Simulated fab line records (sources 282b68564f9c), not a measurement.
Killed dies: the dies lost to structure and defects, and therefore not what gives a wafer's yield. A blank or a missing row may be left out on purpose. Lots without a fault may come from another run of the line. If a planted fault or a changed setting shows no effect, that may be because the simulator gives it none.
Code-filled problem report in 8D (eight disciplines) form -- flow rit_cmos -- the parts of the form that need people (team, actions taken, sign-off) are left out

1. WHAT IS WRONG
SILICIDE_TI_RS at RIT_SILICIDE_RS_MEAS_02 reads a mean of 41.6 ohm/sq on 1 wafer of 1 lot; wafers without a fault read 46.0 ohm/sq with a standard deviation of 0.65. That puts it -6.8 standard deviations away from the usual mean.
The step: measures by four-point-probe.
The first sign was on wafer L700.3 at day 4 15:46, on film_metro-02. At this step, 39 wafers from 13 lots have a number in the record. By rule, "out" or "out of limits" means more than 4 standard deviations away from the usual mean. The other wafers with a number count as sound.

2. WHAT IT IS; WHAT IT IS NOT
question,is,is not
which readings at this step,SILICIDE_TI_RS,-
which lots,L700,"L695, L696, L697, L701, L708, L709, L712, L713, L714, L715, L716, L717"
which wafers of those lots,L700.3,"L700.2, L700.6"
read on which gauges,film_metro-02,"film_metro-01, film_metro-04"
when,from day 4 15:46,"up to then (11 sound wafers); but 27 sound wafers of L701, L708, L709, L712, L713, L714, L715, L716, L717 came after"

3. THE SUSPECTS, EACH WITH WHAT RULES IT OUT
Counting: any tool at a process step up to the reading remains a suspect provided it ran every lot that is out. Sound lots after the first of them don't rule it out here, since some wafers of a struck lot are sound.
- the gauge at RIT_SILICIDE_RS_MEAS_02: kept. All the wafers that are out were read on film_metro-02, and no step on other tools shows them out.
- pvd_sputter-04 at RIT_SILICIDE_SPUTTER_01 (material Ti, target thk 30 nm, time 240 s): kept. L700, the lot that is out, went through it at day 4 15:35; up to then, the latest sound lot through it was L696 at day 3 13:44.
After counting, pvd_sputter-04 at RIT_SILICIDE_SPUTTER_01 and film_metro-02 at RIT_SILICIDE_RS_MEAS_02 remain.

4. THE CAUSE (what the simulator had put in)
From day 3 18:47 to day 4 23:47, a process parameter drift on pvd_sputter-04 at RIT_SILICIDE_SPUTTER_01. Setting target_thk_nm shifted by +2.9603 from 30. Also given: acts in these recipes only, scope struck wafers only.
This tool is one of the 2 suspects left after counting.

5. THE CHAIN OF EFFECTS, in route order
Each row: a reading where the mean over the struck wafers with a number is more than 3 standard deviations away from the usual. Only readings for which the record gives a usual standard deviation are gone through. hours: the time from each lot's start at the first step in this table that gives one to its start at this step, as a median over the lots. sigmas: the change in usual standard deviations.
hours,step,reading,usual,on struck wafers,change,sigmas
0,RIT_SILICIDE_RS_MEAS_02,SILICIDE_TI_RS,46.0 ohm/sq,41.6,-4.4,-6.8
0,RIT_SILICIDE_THK_MEAS_03,SILICIDE_TI_THK,30.7 nm,33.6,+2.9,+8.1

6. WHAT WOULD HAVE CAUGHT IT SOONER
In this record the first reading out of limits at a measuring or inspecting step was taken at day 4 15:46, 21 hours after the fault began at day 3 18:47.
Tool readings at RIT_SILICIDE_SPUTTER_01 with a usual standard deviation given in the record: none out on any struck wafer, hence no alarm at a limit of 4 standard deviations on them.
Each of the lots that are out, 1 in all, had begun RIT_SILICIDE_SPUTTER_01 on pvd_sputter-04 no later than day 4 15:46. A hold on the tool at that time would have spared none of them.
